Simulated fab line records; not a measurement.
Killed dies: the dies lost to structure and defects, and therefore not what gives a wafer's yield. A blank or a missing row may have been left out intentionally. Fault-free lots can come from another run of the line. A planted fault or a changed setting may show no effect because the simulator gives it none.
What tool caused it? / flow berkeley_cmos170 / 8 lots, 24 wafers sampled, at 2 steps of a route of 331

WHAT THE GAUGES SHOWED, per wafer
UCB170_GATE_THK_MEAS_05.
lot=L700; measured=day 7 05:26; on=film_metro-02; GATE_POLY_THK (nm)=213.3 214.5 215.6
lot=L703; measured=day 7 20:01; on=film_metro-02; GATE_POLY_THK (nm)=210.2 213.1 211.6
lot=L708; measured=day 8 14:41; on=film_metro-03; GATE_POLY_THK (nm)=124.2 123.3 123.7
lot=L706; measured=day 8 14:44; on=film_metro-03; GATE_POLY_THK (nm)=121.9 121.1 124.5
lot=L713; measured=day 10 02:52; on=film_metro-02; GATE_POLY_THK (nm)=215.8 216.5 214.2
lot=L717; measured=day 11 03:10; on=film_metro-02; GATE_POLY_THK (nm)=211.6 212.7 213.7
lot=L721; measured=day 11 20:35; on=film_metro-02; GATE_POLY_THK (nm)=214.9 216.2 217.0
lot=L722; measured=day 12 02:51; on=film_metro-03; GATE_POLY_THK (nm)=215.0 213.8 215.1

EACH LOT AND THE TOOL THAT RAN IT (in order: tool; ch and the chambers of the sampled wafers; start)
lot=L700; UCB170_GATE_CVD_04=lpcvd-02 ch 1, day 7 04:02
lot=L703; UCB170_GATE_CVD_04=lpcvd-01 ch 1, day 7 17:53
lot=L708; UCB170_GATE_CVD_04=lpcvd-01 ch 1, day 8 12:34
lot=L706; UCB170_GATE_CVD_04=lpcvd-01 ch 1, day 8 12:34
lot=L713; UCB170_GATE_CVD_04=lpcvd-02 ch 1, day 10 01:28
lot=L717; UCB170_GATE_CVD_04=lpcvd-01 ch 0, day 11 01:45
lot=L721; UCB170_GATE_CVD_04=lpcvd-01 ch 0, day 11 19:11
lot=L722; UCB170_GATE_CVD_04=lpcvd-02 ch 1, day 12 01:26
- UCB170_GATE_CVD_04: deposits poly-Si from SiH4, time 1440 s, target thk 214 nm.

THE ANSWER, worked out from the rows above alone
Rule: what is usual is taken from the lots themselves. Put in order of their means at a reading, lots are off if they are a third of the lots or fewer, leave a main group of 4 or more, and stand apart from it by a gap of 3 or more times the standard deviation of the main group's means; of several such gaps the widest counts. The tables above print the reading to a certain number of digits; a main group whose means all agree to those digits is not used. A lot without any number at a reading at which 4 lots or more have one is off too. Any other lot the step has rows for is counted as sound.
Off: L708, L706, at UCB170_GATE_THK_MEAS_05 (GATE_POLY_THK). The main group: mean 214.2 nm, standard deviation 1.5.
If a tool, at a process step before that reading, ran all the lots that are off and no sound lot after the first of them, it fits. Those tools and the gauges at UCB170_GATE_THK_MEAS_05 are tried in the same way. Not one of the candidates tried fits.

WHAT THE SIMULATOR HAD PUT IN
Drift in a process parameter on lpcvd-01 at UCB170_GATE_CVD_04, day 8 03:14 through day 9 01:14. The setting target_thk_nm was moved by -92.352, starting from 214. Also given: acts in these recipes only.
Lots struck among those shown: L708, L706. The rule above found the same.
